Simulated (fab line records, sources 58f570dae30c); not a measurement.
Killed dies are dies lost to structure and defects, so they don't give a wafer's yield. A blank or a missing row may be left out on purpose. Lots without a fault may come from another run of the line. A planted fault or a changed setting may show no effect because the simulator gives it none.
fab line records | flow berkeley_cmos170
record lots=14 wafers=42 last_day=13
route steps=331 shown NVT@111 PSD@184 V1@266
lots that met no fault: from a run of the same line without faults
start_h: hours from the record's first day to the start of the lot's first wafer shown | wait_h: hours since the lot's step before | " the same as in the row above | L1.1+2: a row that stands for several wafers | - no value, or no start given | * or withheld: withheld | < > ~ a bound
route shown NAME@n: a module of which the file shows steps, and the number in the route of the first | usual: mean/standard deviation of fault-free wafers | same: alike in all rows | chamber/n: place in a boat | sites: the reading at each site | _std_site: their standard deviation | _edge_site: outer sites' mean less inner sites' | radius_mm: how far each site lies from the wafer's centre | mask NAME#n: copy n | behind: the tool/chamber that last shaped the wafer | hold: why the lot was held/for how many hours/how that ended | device: the transistor (n, p or np) that didn't switch | end of line: the same wafers' tests at the end of the route | a step without rows: its recipe alone | killed: dies lost to structure and defects at the first sort, not the wafer's yield | map: a wafer's dies, x killed, . not, _ none there
set.NAME: the setting as run; set.NAME@STEP: as run at that earlier step | model.NAME: the simulator's own value behind a step, which no gauge read
steps of the route over a sample of lots; a table a step, a row a wafer
services: from which hour (start_h, from the record's first day; less than 0 if before it) a tool's chamber was out of use, for how many hours, and why
## steps
# step UCB170_NVT_IMPLANT_07
# recipe species=BF2 dose_cm2=3e+12 energy_kev=50 tilt_deg=7
# usual beam_energy_keV=49.999/0.016 end_station_pressure_torr=5.03e-06/2.5e-07 faraday_current_uA=9.51/0.2
# columns lot.wafer tool chamber start_h wait_h beam_energy_keV end_station_pressure_torr faraday_current_uA
L119.1 implanter-01 0 134.87 0.0 49.986 5.47e-06 9.18
L119.4 " 0 " " 49.984 5.15e-06 9.52
L119.6 " 0 " " 49.992 5e-06 9.71
L122.2 implanter-04 0 157.86 0.0 49.963 5.01e-06 9.72
L122.5 " 0 " " 49.980 4.9e-06 9.62
L122.6 " 0 " " 49.993 5.03e-06 9.68
L121.3 implanter-02 0 158.28 0.1 49.987 4.99e-06 9.33
L121.4 " 0 " " 49.975 5.63e-06 9.23
L121.5 " 0 " " 49.979 5.14e-06 9.40
L124.2 implanter-02 0 164.70 0.0 49.984 5.4e-06 9.50
L124.3 " 0 " " 50.003 5.35e-06 9.32
L124.4 " 0 " " 50.008 4.88e-06 9.88
L125.1 implanter-04 0 164.96 0.0 49.999 4.48e-06 9.59
L125.3 " 0 " " 50.026 5.16e-06 9.61
L125.4 " 0 " " 49.998 5.18e-06 9.49
L127.2 implanter-04 0 179.22 0.0 49.993 5.17e-06 9.49
L127.3 " 0 " " 49.995 4.68e-06 9.39
L127.6 " 0 " " 49.988 5.04e-06 9.75
L129.1 implanter-04 0 186.72 0.0 50.014 4.53e-06 9.47
L129.4 " 0 " " 50.028 5.02e-06 9.39
L129.5 " 0 " " 50.005 4.93e-06 9.44
L128.2 implanter-01 0 186.80 0.0 50.027 4.75e-06 9.68
L128.4 " 0 " " 50.022 4.95e-06 9.29
L128.5 " 0 " " 50.013 5.6e-06 9.64
L126.1 implanter-04 0 187.44 0.0 61.012 4.62e-06 9.60
L126.2 " 0 " " 61.004 5.26e-06 9.62
L126.3 " 0 " " 61.012 5.22e-06 9.60
L131.1 implanter-01 0 201.78 0.0 49.979 5.23e-06 9.63
L131.3 " 0 " " 49.991 4.84e-06 9.22
L131.6 " 0 " " 49.976 5.18e-06 9.42
L132.4 implanter-04 0 201.98 0.1 60.981 5.02e-06 9.43
L132.5 " 0 " " 60.993 4.95e-06 9.63
L132.6 " 0 " " 61.008 5.08e-06 9.21
L130.1 implanter-02 0 202.14 0.0 50.007 5.07e-06 9.60
L130.3 " 0 " " 49.997 5.14e-06 9.57
L130.6 " 0 " " 49.998 4.95e-06 9.33
L133.1 implanter-01 0 214.59 0.0 50.012 5.28e-06 9.33
L133.4 " 0 " " 50.000 4.71e-06 9.43
L133.5 " 0 " " 50.012 4.54e-06 9.72
L139.2 implanter-01 0 245.95 0.0 49.989 5.03e-06 9.61
L139.4 " 0 " " 50.000 5.17e-06 9.88
L139.5 " 0 " " 49.998 5.27e-06 9.47
# step UCB170_NVT_TW_MEAS_09
# usual NVT_TW=524/3.7
# columns lot.wafer tool chamber start_h wait_h NVT_TW
L119.1 film_metro-01 - 135.11 0.1 532
L119.4 " - " " 529
L119.6 " - " " 531
L122.2 film_metro-01 - 158.10 0.1 525
L122.5 " - " " 529
L122.6 " - " " 528
L121.3 film_metro-02 - 158.50 0.1 522
L121.4 " - " " 525
L121.5 " - " " 522
L124.2 film_metro-04 - 164.94 0.1 520
L124.3 " - " " 519
L124.4 " - " " 521
L125.1 film_metro-01 - 165.21 0.1 529
L125.3 " - " " 526
L125.4 " - " " 525
L127.2 film_metro-01 - 179.46 0.1 524
L127.3 " - " " 526
L127.6 " - " " 528
L129.1 film_metro-04 - 186.97 0.1 526
L129.4 " - " " 524
L129.5 " - " " 528
L128.2 film_metro-01 - 187.06 0.1 527
L128.4 " - " " 527
L128.5 " - " " 528
L126.1 film_metro-04 - 187.69 0.1 553
L126.2 " - " " 555
L126.3 " - " " 554
L131.1 film_metro-02 - 202.03 0.1 523
L131.3 " - " " 521
L131.6 " - " " 523
L132.4 film_metro-01 - 202.18 0.1 557
L132.5 " - " " 556
L132.6 " - " " 556
L130.1 film_metro-02 - 202.39 0.1 526
L130.3 " - " " 524
L130.6 " - " " 521
L133.1 film_metro-04 - 214.84 0.1 521
L133.4 " - " " 522
L133.5 " - " " 522
L139.2 film_metro-02 - 246.19 0.1 519
L139.4 " - " " 521
L139.5 " - " " 524
# step UCB170_PSD_STRIP_09
# recipe chemistry=O2 power_w=400 pressure_mtorr=3500 platen_temp_c=withheld o2_flow_sccm=400 overash_fraction=0.5
# usual drypump_motor_current_A=5.7/0.35 oes_product_au=0.600/0.0045 strip_time_to_endpoint_s=29.41/0.084
# columns lot.wafer tool chamber start_h wait_h drypump_motor_current_A oes_product_au rf_hours_counter_h strip_time_to_endpoint_s
L119.1 plasma_asher-04 0 159.18 0.1 5.2 0.596 43 29.42
L119.4 " 0 " " 5.2 0.599 - 29.37
L119.6 " 0 " " 5.2 0.604 - 29.38
L122.2 plasma_asher-03 1 186.17 0.1 6.3 0.591 9 29.35
L122.5 " 0 " " 5.9 0.594 - 29.39
L122.6 " 1 " " 6.3 0.593 - 29.38
L121.3 plasma_asher-02 0 186.61 0.1 5.7 0.602 - 29.62
L121.4 " 1 " " 5.5 0.592 - 29.67
L121.5 " 0 " " 5.7 0.600 - 29.52
L124.2 plasma_asher-04 0 197.44 0.1 5.2 0.599 48 29.30
L124.3 " 0 " " 5.2 0.598 - 29.40
L124.4 " 1 " " 6.0 0.597 - 29.39
L125.1 plasma_asher-02 1 197.61 0.1 5.5 0.597 28 29.40
L125.3 " 1 " " 5.5 0.604 - 29.36
L125.4 " 0 " " 5.7 0.592 - 29.37
L127.2 plasma_asher-03 0 207.95 0.1 5.9 0.595 11 29.37
L127.3 " 1 " " 6.3 0.588 - 29.33
L127.6 " 1 " " 6.3 0.599 - 29.45
L129.1 plasma_asher-02 1 218.19 0.1 5.4 0.593 30 29.42
L129.4 " 0 " " 5.7 0.604 - 29.40
L129.5 " 0 " " 5.7 0.596 - 29.40
L126.1 plasma_asher-02 1 218.47 0.1 5.5 0.596 30 29.45
L126.2 " 0 " " 5.7 0.600 30 29.39
L126.3 " 0 " " 5.7 0.604 - 29.41
L128.2 plasma_asher-04 0 218.70 0.1 5.2 0.602 50 29.49
L128.4 " 0 " " 5.2 0.601 - 29.58
L128.5 " 1 " " 6.0 0.605 - 29.41
L132.4 plasma_asher-03 0 233.93 0.1 5.9 0.597 - 29.31
L132.5 " 0 " " 5.9 0.603 - 29.40
L132.6 " 1 " " 6.3 0.593 - 29.43
L131.1 plasma_asher-04 1 234.14 0.1 6.0 0.601 52 29.37
L131.3 " 1 " " 6.0 0.601 - 29.42
L131.6 " 1 " " 5.9 0.600 - 29.47
L130.1 plasma_asher-02 0 234.26 0.1 5.7 0.596 31 29.42
L130.3 " 1 " " 5.5 0.608 - 29.40
L130.6 " 0 " " 5.7 0.606 - 29.43
L133.1 plasma_asher-02 1 243.13 0.1 5.4 0.602 32 29.51
L133.4 " 1 " " 5.4 0.598 - 29.47
L133.5 " 0 " " 5.7 0.599 - 29.49
L139.2 plasma_asher-04 1 277.89 0.1 6.0 0.607 57 29.32
L139.4 " 0 " " 5.2 0.607 - 29.29
L139.5 " 1 " " 6.0 0.591 - 29.41
# step UCB170_SDANNEAL_RS_MEAS_02
# recipe thk_meas_gauge=four-point-probe
# usual PSD_RS=75.5/0.31
# columns lot.wafer tool chamber start_h wait_h PSD_RS[ohm/sq]
L119.1 film_metro-03 - 163.15 0.0 75.2
L119.4 " - " " 75.1
L119.6 " - " " 75.2
L122.2 film_metro-03 - 190.49 0.1 75.4
L122.5 " - " " 75.1
L122.6 " - " " 75.2
L121.3 film_metro-01 - 191.07 0.1 75.1
L121.4 " - " " 74.8
L121.5 " - " " 75.6
L124.2 film_metro-03 - 200.41 0.1 75.3
L124.3 " - " " 75.7
L124.4 " - " " 75.4
L125.1 film_metro-02 - 200.59 0.0 75.8
L125.3 " - " " 75.6
L125.4 " - " " 75.9
L127.2 film_metro-03 - 211.66 0.1 75.4
L127.3 " - " " 75.5
L127.6 " - " " 75.2
L129.1 film_metro-03 - 222.18 0.0 75.3
L129.4 " - " " 75.3
L129.5 " - " " 75.7
L126.1 film_metro-01 - 223.74 0.0 75.4
L126.2 " - " " 75.2
L126.3 " - " " 75.4
L128.2 film_metro-03 - 223.76 0.1 75.5
L128.4 " - " " 75.5
L128.5 " - " " 75.6
L132.4 film_metro-03 - 236.77 0.1 75.6
L132.5 " - " " 75.6
L132.6 " - " " 75.5
L131.1 film_metro-02 - 236.97 0.0 75.5
L131.3 " - " " 75.2
L131.6 " - " " 75.4
L130.1 film_metro-01 - 237.20 0.0 75.1
L130.3 " - " " 75.3
L130.6 " - " " 75.6
L133.1 film_metro-03 - 246.76 0.0 75.2
L133.4 " - " " 74.9
L133.5 " - " " 75.2
L139.2 film_metro-03 - 280.77 0.1 75.1
L139.4 " - " " 75.7
L139.5 " - " " 75.1
# step UCB170_V1_CD_MEAS_12
# recipe target_cd_nm=700
# usual cd_nm=699.4/1.6
# columns lot.wafer tool chamber start_h wait_h cd_nm
L119.1 cd_sem-01 - 175.60 - 700.2
L119.4 " - " " 701.0
L119.6 " - " " 700.5
L122.2 cd_sem-02 - 203.49 - 697.6
L122.5 " - " " 697.7
L122.6 " - " " 698.5
L121.3 cd_sem-01 - 203.60 - 698.3
L121.4 " - " " 700.5
L121.5 " - " " 699.9
L124.2 cd_sem-01 - 210.71 - 700.8
L124.3 " - " " 699.7
L124.4 " - " " 699.9
L125.1 cd_sem-01 - 214.26 - 699.1
L125.3 " - " " 697.5
L125.4 " - " " 697.8
L127.2 cd_sem-01 - 224.30 - 699.8
L127.3 " - " " 700.4
L127.6 " - " " 700.0
L129.1 cd_sem-01 - 235.50 - 700.7
L129.4 " - " " 700.1
L129.5 " - " " 698.9
L128.2 cd_sem-02 - 236.92 - 700.9
L128.4 " - " " 702.3
L128.5 " - " " 700.9
L126.1 cd_sem-01 - 237.15 - 701.8
L126.2 " - " " 702.2
L126.3 " - " " 701.7
L132.4 cd_sem-01 - 248.18 - 697.2
L132.5 " - " " 699.1
L132.6 " - " " 697.9
L131.1 cd_sem-01 - 249.70 - 698.4
L131.3 " - " " 697.9
L131.6 " - " " 698.4
L130.1 cd_sem-01 - 252.10 - 698.3
L130.3 " - " " 699.2
L130.6 " - " " 699.5
L133.1 cd_sem-01 - 257.59 - 700.0
L133.4 " - " " 698.8
L133.5 " - " " 699.3
L139.2 cd_sem-01 - 292.44 - 699.0
L139.4 " - " " 699.5
L139.5 " - " " 699.9
## services
# columns tool chamber start_h hours kind
plasma_asher-03 0 117.75 - clean
plasma_asher-03 1 117.75 - clean
plasma_asher-04 - 122.30 9.2 repair
implanter-02 - 123.43 0.8 repair
implanter-02 - 142.49 2.3 repair
implanter-02 - 156.96 1.2 repair
plasma_asher-04 - 172.02 0.8 repair
implanter-01 - 210.53 3.1 repair
implanter-02 - 239.45 4.3 pm
plasma_asher-03 - 265.49 5.8 repair
implanter-01 - 269.48 2.6 repair
implanter-02 - 273.91 2.5 repair
implanter-04 - 277.24 1.2 repair
## key
first_sign step=UCB170_NVT_IMPLANT_07 reading=beam_energy_keV direction=up sigmas=99+ usual=49.999 struck=61.002
effect step=UCB170_NVT_TW_MEAS_09 reading=NVT_TW direction=up sigmas=8.6 usual=524 struck=555
met_at UCB170_NVT_IMPLANT_07
struck_lots L126,L132
tester_left_out L126,L132
not_acting_at UCB170_PSD_STRIP_09,UCB170_SDANNEAL_RS_MEAS_02,UCB170_V1_CD_MEAS_12
onset_between 186.72 187.44
fault kind=process_parameter_drift tool=implanter-04 chamber=- onset_h=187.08 steps=UCB170_NVT_IMPLANT_07 channel=energy_kev offset=11 shape=step end_h=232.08 acts_in=these_recipes_only stated=50
# tester_left_out: of these lots the tester's yield and bins aren't shown, on N5 and GAA mostly nor the transistor test; their killed dies are dies lost to structure and defects alone, not to doping, threshold or leakage, so they don't give the yield
